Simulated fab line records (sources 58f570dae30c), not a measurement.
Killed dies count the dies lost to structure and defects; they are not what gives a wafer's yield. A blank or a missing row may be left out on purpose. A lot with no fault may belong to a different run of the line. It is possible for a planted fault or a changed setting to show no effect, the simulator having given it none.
Split-lot study + flow berkeley cmos170 + 5 lots, 23 wafers read, on a route of 331 steps

## SPLIT DETAILS
At UCB170_PLDD_EXPOSE_03 (exposes mask PSELECT, target cd 1200 nm), the setting dose mj was moved away from the recipe's 30 on 4 of the 23 wafers read, by -4.5% to +5.8%. For the rest of the wafers, this setting stayed at what the recipe calls for.

## FROM THE SPLIT TO THE READING: what the file shows between them, 2 steps
- UCB170_PLDD_PEB_04
- UCB170_PLDD_DEVELOP_05: develop time 45 s

## THE READING
cd nm, in nm, at UCB170_PLDD_CD_MEAS_06 (target cd 1200 nm). Fault-free wafers of this fab line usually give 1200.3 nm, standard deviation 1.3 nm.

| wafer  | tool, chamber at the split | dose mj as run | against the recipe | cd nm, nm | against lot-mates on the recipe |
|--------|----------------------------|----------------|--------------------|-----------|---------------------------------|
| L077.1 | krf scanner-02, 0          | 30             | recipe             | 1200.9    | -                               |
| L077.2 | krf scanner-02, 0          | 30             | recipe             | 1199.8    | -                               |
| L077.3 | krf scanner-02, 0          | 30             | recipe             | 1200.8    | -                               |
| L077.5 | krf scanner-02, 0          | 30             | recipe             | 1201.8    | -                               |
| L077.6 | krf scanner-02, 0          | 30             | recipe             | 1201.9    | -                               |
| L079.1 | krf scanner-02, 0          | 31.73          | +5.8%              | 1212.0    | +10.7                           |
| L079.3 | krf scanner-02, 0          | 31.73          | +5.8%              | 1212.6    | +11.3                           |
| L079.4 | krf scanner-02, 0          | 30             | recipe             | 1201.4    | -                               |
| L079.5 | krf scanner-02, 0          | 30             | recipe             | 1200.7    | -                               |
| L079.6 | krf scanner-02, 0          | 30             | recipe             | 1201.9    | -                               |
| L081.1 | krf scanner-02, 0          | 30             | recipe             | 1199.4    | -                               |
| L081.2 | krf scanner-02, 0          | 30             | recipe             | 1198.9    | -                               |
| L081.3 | krf scanner-02, 0          | 30             | recipe             | 1198.5    | -                               |
| L081.4 | krf scanner-02, 0          | 30             | recipe             | 1201.7    | -                               |
| L081.6 | krf scanner-02, 0          | 30             | recipe             | 1199.8    | -                               |
| L084.2 | krf scanner-01, 0          | 28.65          | -4.5%              | 1191.2    | -9.1                            |
| L084.3 | krf scanner-01, 0          | 30             | recipe             | 1200.1    | -                               |
| L084.4 | krf scanner-01, 0          | 30             | recipe             | 1200.0    | -                               |
| L084.5 | krf scanner-01, 0          | 28.65          | -4.5%              | 1192.7    | -7.6                            |
| L084.6 | krf scanner-01, 0          | 30             | recipe             | 1200.9    | -                               |
| L082.1 | krf scanner-02, 0          | 30             | recipe             | 1198.6    | -                               |
| L082.3 | krf scanner-02, 0          | 30             | recipe             | 1200.4    | -                               |
| L082.6 | krf scanner-02, 0          | 30             | recipe             | 1199.0    | -                               |

THE FIT
A straight line over all 23 wafers: cd nm changes by +1.99 nm for each +1% of dose mj; r = +0.97; the points scatter about the line by 1.1 nm.
The same after taking each lot's own level away (the mean of its wafers on the recipe; 23 wafers): +1.89 nm for each +1%; r = +0.98; scatter 0.8 nm.
According to that fit, moving dose mj by its largest amount changes the reading by 11 nm.
From 1199.33 to 1201.33 nm: that is the span of the lots' own levels, equal to 1.5 times the standard deviation above.
Hence the lot-to-lot level has little effect on the slope; both slopes agree.
Check: +11 nm against its lot-mates is what the line predicts for one of the wafers moved furthest among these (+5.8%) when that wafer is left out of the fit. Against them it came out at +10.7 nm.

## THE OTHER SPLITS THESE WAFERS WENT THROUGH
Before the reading, these wafers also passed through other splits. Each is held against what the fit with the lots' levels taken away leaves over:
| other split on the same wafers      | wafers away from the commonest value | r with cd nm (lot level and that fit taken away) |
|-------------------------------------|--------------------------------------|--------------------------------------------------|
| UCB170_NWELL_OXIDATION_01 temp c    | 15                                   | +0.00                                            |
| UCB170_PWELL_OXIDATION_02 ox time s | 15                                   | +0.02                                            |
| UCB170_NVT_IMPLANT_07 dose cm2      | 4                                    | +0.20                                            |
| UCB170_GATE_OXIDATION_01 ox time s  | 15                                   | -0.01                                            |
| UCB170_GATE_PEB_10 peb temp c       | 11                                   | -0.03                                            |

## THE FILE'S OWN FIT
cd nm changes by +1.88 nm for each +1% of dose mj, r = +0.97.
